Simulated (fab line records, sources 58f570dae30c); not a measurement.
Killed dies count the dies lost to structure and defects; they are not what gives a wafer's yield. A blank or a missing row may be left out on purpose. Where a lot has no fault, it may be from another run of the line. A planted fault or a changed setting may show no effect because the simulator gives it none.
fab line records	flow berkeleyCmos170
[record] lots = 15	wafers = 45	lastDay = 11
route steps=331 shown M2@287 M3@323
lots untouched by any fault: they come from a run of this same line in which no faults occurred
startH: the number of hours between the record's first day and the start of the first shown wafer of the lot	waitH: hours since the lot's step before	" unchanged from the row above	L1.1+2: several wafers, shown together as one row	- no value, or no start was given	* or withheld: withheld	< > ~ a bound
route shown NAME@n: a module of which the file shows steps, and the number in the route of the first	usual: mean and standard deviation over wafers with no fault	same: alike in all rows	chamber/n: place in a boat	sites: the reading at each site	_std_site: their standard deviation	_edge_site: mean of outer sites minus mean of inner sites	radiusMm: for every site, how far away it sits from the centre of the wafer	mask NAME#n: copy n	behind: the most recent tool/chamber to have shaped the wafer	hold: the reason the lot was held/the length of the hold in hours/how it ended	device: the n, p or np transistor that did not switch	end of line: tests of these same wafers at the route's end	where a step has no rows: the recipe by itself	killed: the dies lost at the first sort to structure and to defects; this is not the yield of the wafer	map: the dies of a wafer, with x for killed, . for not killed, _ for no die there
set.NAME: the run value of the setting; set.NAME@STEP: its run value at that earlier step	model.NAME: the simulator's own value behind a step, which no gauge read
one table for each step of the route and one row for each wafer, over a sample of lots
services: a tool's chamber out of use, with start hour (startH, from the record's first day; less than 0 if before it), hours out, and reason
[[steps]]
[step UCB170_M2_OVL_MEAS_16]
[usual] M2_OVL = 1/4.5
lot.wafer	tool	chamber	startH	waitH	M2_OVL[nm]
L678.1	overlay-01	-	188.23	0.1	-4
L678.4	"	-	"	"	-4
L678.6	"	-	"	"	1
L677.3	overlay-02	-	188.70	0.1	4
L677.4	"	-	"	"	4
L677.6	"	-	"	"	-1
L679.1	overlay-02	-	189.17	0.1	4
L679.3	"	-	"	"	0
L679.4	"	-	"	"	-4
L676.1	overlay-01	-	200.07	0.1	9
L676.3	"	-	"	"	2
L676.5	"	-	"	"	1
L680.1	overlay-01	-	200.21	0.1	9
L680.3	"	-	"	"	2
L680.6	"	-	"	"	-1
L681.1	overlay-02	-	200.31	0.1	5
L681.2	"	-	"	"	4
L681.5	"	-	"	"	5
L683.2	overlay-02	-	225.10	0.1	2
L683.3	"	-	"	"	7
L683.5	"	-	"	"	1
L686.3	overlay-01	-	225.41	0.1	7
L686.5	"	-	"	"	14
L686.6	"	-	"	"	12
L688.2	overlay-01	-	239.39	0.1	3
L688.5	"	-	"	"	-2
L688.6	"	-	"	"	0
L689.2	overlay-02	-	239.56	0.1	4
L689.4	"	-	"	"	1
L689.5	"	-	"	"	-3
L687.2	overlay-01	-	242.26	0.1	11
L687.4	"	-	"	"	9
L687.6	"	-	"	"	6
L693.1	overlay-01	-	243.37	0.1	-6
L693.2	"	-	"	"	-2
L693.6	"	-	"	"	4
L692.2	overlay-01	-	247.22	0.1	-1
L692.4	"	-	"	"	-3
L692.6	"	-	"	"	-4
L695.1	overlay-01	-	253.86	0.1	-1
L695.2	"	-	"	"	6
L695.6	"	-	"	"	-2
L696.2	overlay-02	-	265.04	0.1	7
L696.3	"	-	"	"	12
L696.5	"	-	"	"	10
[step UCB170_M2_CD_MEAS_90]
[recipe] targetCdNm = 700
[usual] cdNm = 698/4.4
lot.wafer	tool	chamber	startH	waitH	cdNm
L678.1	cdSem-01	-	188.78	0.1	697
L678.4	"	-	"	"	698
L678.6	"	-	"	"	695
L677.3	cdSem-01	-	189.17	0.2	700
L677.4	"	-	"	"	699
L677.6	"	-	"	"	697
L679.1	cdSem-01	-	189.54	0.1	706
L679.3	"	-	"	"	696
L679.4	"	-	"	"	706
L676.1	cdSem-01	-	200.43	0.1	705
L676.3	"	-	"	"	708
L676.5	"	-	"	"	694
L680.1	cdSem-01	-	200.57	0.1	694
L680.3	"	-	"	"	696
L680.6	"	-	"	"	697
L681.1	cdSem-01	-	200.69	0.1	698
L681.2	"	-	"	"	699
L681.5	"	-	"	"	696
L683.2	cdSem-01	-	225.51	0.1	700
L683.3	"	-	"	"	699
L683.5	"	-	"	"	698
L686.3	cdSem-02	-	225.84	0.1	691
L686.5	"	-	"	"	692
L686.6	"	-	"	"	694
L688.2	cdSem-02	-	239.77	0.1	699
L688.5	"	-	"	"	707
L688.6	"	-	"	"	697
L689.2	cdSem-02	-	239.94	0.1	699
L689.4	"	-	"	"	699
L689.5	"	-	"	"	698
L687.2	cdSem-01	-	242.64	0.1	693
L687.4	"	-	"	"	694
L687.6	"	-	"	"	694
L693.1	cdSem-01	-	243.73	0.1	709
L693.2	"	-	"	"	697
L693.6	"	-	"	"	697
L692.2	cdSem-02	-	247.60	0.1	709
L692.4	"	-	"	"	699
L692.6	"	-	"	"	707
L695.1	cdSem-02	-	254.23	0.1	693
L695.2	"	-	"	"	694
L695.6	"	-	"	"	694
L696.2	cdSem-01	-	265.43	0.1	698
L696.3	"	-	"	"	693
L696.5	"	-	"	"	693
[step UCB170_M3_DEVELOP_14]
[recipe] developer = TMAH	developTimeS = 45	resist = KrF	devTempC = 21
[usual] chillPlateTempC = 23.01/0.096	developTimeS = 45/0	resistLineTempC = 23.02/0.11
lot.wafer	tool	chamber	startH	waitH	chillPlateTempC	developTimeS	resistLineTempC
L678.1	lithoTrack-03	0	196	-	23.05	45	23.03
L678.4	"	0	"	"	22.79	45	23.15
L678.6	"	0	"	"	22.97	45	22.99
L677.3	lithoTrack-03	0	198	-	22.98	45	23.05
L677.4	"	0	"	"	22.95	45	22.78
L677.6	"	0	"	"	23.01	45	23.14
L679.1	lithoTrack-02	0	198	-	22.91	45	23.01
L679.3	"	0	"	"	22.90	45	22.97
L679.4	"	0	"	"	22.96	45	22.99
L676.1	lithoTrack-01	0	206	-	22.98	45	22.96
L676.3	"	0	"	"	22.94	45	23.05
L676.5	"	0	"	"	23.07	45	22.92
L680.1	lithoTrack-02	0	206	-	22.93	45	23.12
L680.3	"	0	"	"	23.10	45	22.95
L680.6	"	0	207	-	23.14	45	23.09
L681.1	lithoTrack-02	0	207	-	23.04	45	23.03
L681.2	"	0	"	"	22.98	45	23.14
L681.5	"	0	"	"	22.90	45	23.15
L683.2	lithoTrack-01	0	234	-	23.10	45	23.05
L683.3	"	0	"	"	23.11	45	23.07
L683.5	"	0	"	"	23.07	45	23.15
L686.3	lithoTrack-03	0	234	-	23.12	45	22.98
L686.5	"	0	"	"	22.97	45	23.09
L686.6	"	0	"	"	23.00	45	22.99
L688.2	lithoTrack-02	0	245	-	23.14	45	22.71
L688.5	"	0	"	"	23.14	45	22.92
L688.6	"	0	"	"	23.08	45	22.84
L689.2	lithoTrack-02	-	245	-	-	-	-
L689.4	"	-	"	"	-	-	-
L689.5	"	-	"	"	-	-	-
L687.2	lithoTrack-01	0	247	-	22.91	45	23.12
L687.4	"	0	"	"	22.93	45	23.04
L687.6	"	0	"	"	23.08	45	23.20
L693.1	lithoTrack-03	-	248	-	-	-	-
L693.2	"	-	"	"	-	-	-
L693.6	"	-	"	"	-	-	-
L692.2	lithoTrack-03	-	251	-	-	-	-
L692.4	"	-	"	"	-	-	-
L692.6	"	-	"	"	-	-	-
L695.1	lithoTrack-03	0	260	-	23.16	45	23.15
L695.2	"	0	"	"	22.93	45	22.96
L695.6	"	0	"	"	23.00	45	23.13
L696.2	lithoTrack-01	0	270	-	22.99	45	23.01
L696.3	"	0	"	"	23.04	45	23.00
L696.5	"	0	"	"	22.99	45	22.75
[step UCB170_M3_ETCH_17]
[recipe] chemistry = N2/H2	targetDepthA = withheld	overetchA = withheld	target = BARC	timeS = withheld	sourceW = 500	biasW = 100	pressureMtorr = 30	n2FlowSccm = 100	h2FlowSccm = 200
[usual] drypumpMotorCurrentA = 5.9/0.4	oesProductAu = 1.000/0.017	throttleValvePct = 13.46/0.2
lot.wafer	tool	chamber	startH	waitH	drypumpMotorCurrentA	oesProductAu	throttleValvePct
L678.1	rieDiel-02	0	196.62	0.0	6.2	1.023	13.59
L678.4	"	1	"	"	5.5	0.988	13.62
L678.6	"	3	"	"	5.6	1.003	13.07
L677.3	rieDiel-02	3	198.97	0.0	5.6	1.002	13.06
L677.4	"	0	"	"	6.1	1.021	13.61
L677.6	"	0	"	"	6.1	1.016	13.61
L679.1	rieDiel-04	2	199.10	0.0	5.3	0.993	13.27
L679.3	"	3	"	"	5.9	0.964	13.64
L679.4	"	1	"	"	6.4	1.006	13.65
L676.1	rieDiel-02	2	206.80	0.0	6.0	1.000	13.39
L676.3	"	1	"	"	5.5	0.995	13.61
L676.5	"	0	"	"	6.1	1.025	13.61
L680.1	rieDiel-04	3	207.20	0.0	5.9	0.962	13.66
L680.3	"	1	"	"	6.5	1.000	13.66
L680.6	"	1	"	"	6.5	1.011	13.67
L681.1	rieDiel-03	0	207.63	0.0	6.3	1.004	13.41
L681.2	"	2	"	"	6.8	1.013	13.23
L681.5	"	0	"	"	6.3	0.994	13.40
L683.2	rieDiel-02	1	234.47	0.0	5.5	1.000	13.63
L683.3	"	3	"	"	5.6	1.009	13.06
L683.5	"	0	"	"	6.1	1.013	13.60
L686.3	rieDiel-03	2	234.54	0.0	6.8	0.999	13.23
L686.5	"	1	"	"	5.7	1.002	13.09
L686.6	"	0	"	"	6.2	0.997	13.41
L688.2	rieDiel-04	0	245.88	0.0	5.6	1.012	13.58
L688.5	"	3	"	"	5.9	0.968	13.66
L688.6	"	2	"	"	5.3	1.003	13.28
L689.2	rieDiel-03	3	246.15	0.0	5.7	0.970	13.53
L689.4	"	1	"	"	5.7	1.002	13.07
L689.5	"	3	"	"	5.7	0.958	13.52
L687.2	rieDiel-04	2	247.57	0.0	5.3	0.999	13.27
L687.4	"	1	"	"	6.5	0.989	13.68
L687.6	"	2	"	"	5.3	0.996	13.28
L693.1	rieDiel-04	3	248.80	0.0	5.9	0.959	13.65
L693.2	"	0	"	"	5.6	1.033	13.58
L693.6	"	1	"	"	6.5	1.002	13.67
L692.2	rieDiel-04	2	252.17	0.0	5.3	1.005	13.26
L692.4	"	3	"	"	5.9	0.961	13.65
L692.6	"	2	"	"	5.3	1.009	13.27
L695.1	rieDiel-02	2	260.49	0.0	6.1	1.003	13.40
L695.2	"	1	"	"	5.5	1.011	13.62
L695.6	"	1	"	"	5.5	1.012	13.63
L696.2	rieDiel-02	1	270.96	0.0	5.5	1.002	13.62
L696.3	"	3	"	"	5.6	1.011	13.06
L696.5	"	1	"	"	5.5	1.000	13.61
[[services]]
tool	chamber	startH	hours	kind
rieDiel-04	0	173.74	-	clean
rieDiel-04	0	173.74	13.6	scheduledDown
rieDiel-04	0	173.74	13.6	ventCycle
rieDiel-03	3	190.02	2.4	repair
rieDiel-04	3	207.48	5.9	repair
rieDiel-02	3	239.65	14.5	repair
[[key]]
[firstSign] step = UCB170_M3_DEVELOP_14	reading = toolRecord	direction = missing
effect none on later readings
metAt UCB170_M3_DEVELOP_14
struckLots L689,L692,L693
laterRowsLeftOut L689.2,L689.4,L689.5,L692.2,L692.4,L692.6,L693.1,L693.2,L693.6
sortLeftOut L689.2,L689.4,L689.5,L692.2,L692.4,L692.6,L693.1,L693.2,L693.6
notActingAt UCB170_M2_OVL_MEAS_16,UCB170_M2_CD_MEAS_90,UCB170_M3_ETCH_17
[fault] kind = skippedStepWhole	tool = lithoTrack-02,lithoTrack-03	chamber = -	onsetH = 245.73	steps = UCB170_M3_DEVELOP_14	scope = struckLotsOnly
// sortLeftOut: the simulated sort isn't trusted on such a fault, so these wafers' sort isn't shown, and their yield isn't known
// laterRowsLeftOut: the simulator's readings of these wafers behind a module that went badly wrong aren't trusted and aren't shown, but for the sort
